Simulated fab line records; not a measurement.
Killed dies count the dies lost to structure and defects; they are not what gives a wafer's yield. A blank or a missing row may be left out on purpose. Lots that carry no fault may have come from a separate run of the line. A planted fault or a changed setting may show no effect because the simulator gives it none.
Split-lot experiment | flow berkeley-cmos170 | 23 wafers read from 5 lots, route of 331 steps

== ABOUT THE SPLIT ==
At UCB170_FIELD_OXIDATION_01 (target thk 558.3 nm, ox time 7200 s), the setting temp-c was moved away from the recipe's 1000 C on 15 of the 23 wafers read, by -1.8% to +2.1%. For the rest of the wafers, this setting stayed at what the recipe calls for.

== FROM THE SPLIT TO THE READING: what the file shows between them, 5 steps ==
- UCB170_FIELD_THK_MEAS_02
- UCB170_FIELD_ANNEAL_03: time 1200 s
- UCB170_FIELD_WET_ETCH_04: etches SiO2 in dHF, time 60 s
- UCB170_FIELD_WET_ETCH_05: etches Si3N4 in H3PO4, time 12600 s
- UCB170_FIELD_WET_ETCH_06: etches SiO2 in BOE, time 22 s

== THE READING ==
At UCB170_FIELD_THK_MEAS_90: FIELD_OXIDE_LEFT_1_THK, given in nm. Typical for fault-free wafers on this fab line: 435 nm, with standard deviation 8.4 nm.

wafer  | tool, chamber at the split | temp-c as run, C | against the recipe | FIELD_OXIDE_LEFT_1_THK, nm | against lot-mates on the recipe
L075.1 | -, -                       | 981.9            | -1.8%              | 362                        | no lot-mate on the recipe
L075.2 | -, -                       | 981.9            | -1.8%              | 375                        | no lot-mate on the recipe
L075.3 | -, -                       | 981.9            | -1.8%              | 366                        | no lot-mate on the recipe
L075.4 | -, -                       | 981.9            | -1.8%              | 377                        | no lot-mate on the recipe
L075.5 | -, -                       | 981.9            | -1.8%              | 380                        | no lot-mate on the recipe
L079.1 | -, -                       | 991.5            | -0.8%              | 418                        | no lot-mate on the recipe
L079.2 | -, -                       | 991.5            | -0.8%              | 404                        | no lot-mate on the recipe
L079.3 | -, -                       | 991.5            | -0.8%              | 416                        | no lot-mate on the recipe
L079.4 | -, -                       | 991.5            | -0.8%              | 410                        | no lot-mate on the recipe
L079.6 | -, -                       | 991.5            | -0.8%              | 418                        | no lot-mate on the recipe
L080.2 | furnace-01, 0              | 1000             | recipe             | 419                        | -
L080.3 | furnace-01, 0              | 1000             | recipe             | 431                        | -
L080.4 | furnace-01, 0              | 1000             | recipe             | 428                        | -
L081.1 | -, -                       | 1000             | recipe             | 417                        | -
L081.3 | -, -                       | 1000             | recipe             | 419                        | -
L081.4 | -, -                       | 1000             | recipe             | 419                        | -
L081.5 | -, -                       | 1000             | recipe             | 424                        | -
L081.6 | -, -                       | 1000             | recipe             | 426                        | -
L082.1 | -, -                       | 1021             | +2.1%              | 509                        | no lot-mate on the recipe
L082.2 | -, -                       | 1021             | +2.1%              | 505                        | no lot-mate on the recipe
L082.4 | -, -                       | 1021             | +2.1%              | 512                        | no lot-mate on the recipe
L082.5 | -, -                       | 1021             | +2.1%              | 504                        | no lot-mate on the recipe
L082.6 | -, -                       | 1021             | +2.1%              | 505                        | no lot-mate on the recipe

THE FIT
A straight line over all 23 wafers: FIELD_OXIDE_LEFT_1_THK changes by +33.6 nm for each +1% of temp-c; r = +0.98; the points scatter about the line by 9.4 nm.
Too few moved wafers have a lot-mate on the recipe to fit a line with each lot's own level taken away.

== THE WHOLE CHAIN: every reading that the file lists as answering this split, in the file's order ==
step                      | what it does                        | reading                                                                            | change (the file's fit)              | r (the file's)
UCB170_FIELD_OXIDATION_01 | target thk 558.3 nm, ox time 7200 s | SiO2_of_FIELD_OXIDATION_01.thk-nm (the simulator's own value, which no gauge read) | +33.4 nm for each +1% of the setting | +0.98
UCB170_FIELD_THK_MEAS_02  |                                     | FIELD_OXIDE_THK                                                                    | +33.4 for each +1% of the setting    | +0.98
UCB170_FIELD_WET_ETCH_05  | etches Si3N4 in H3PO4, time 12600 s | SiO2_of_FIELD_OXIDATION_01.thk-nm (the simulator's own value, which no gauge read) | +33.5 nm for each +1% of the setting | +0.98
UCB170_FIELD_THK_MEAS_90  |                                     | FIELD_OXIDE_LEFT_1_THK                                                             | +33.5 for each +1% of the setting    | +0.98

== THE FILE'S OWN FIT ==
FIELD_OXIDE_LEFT_1_THK changes by +33.5 nm for each +1% of temp-c, r = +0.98.
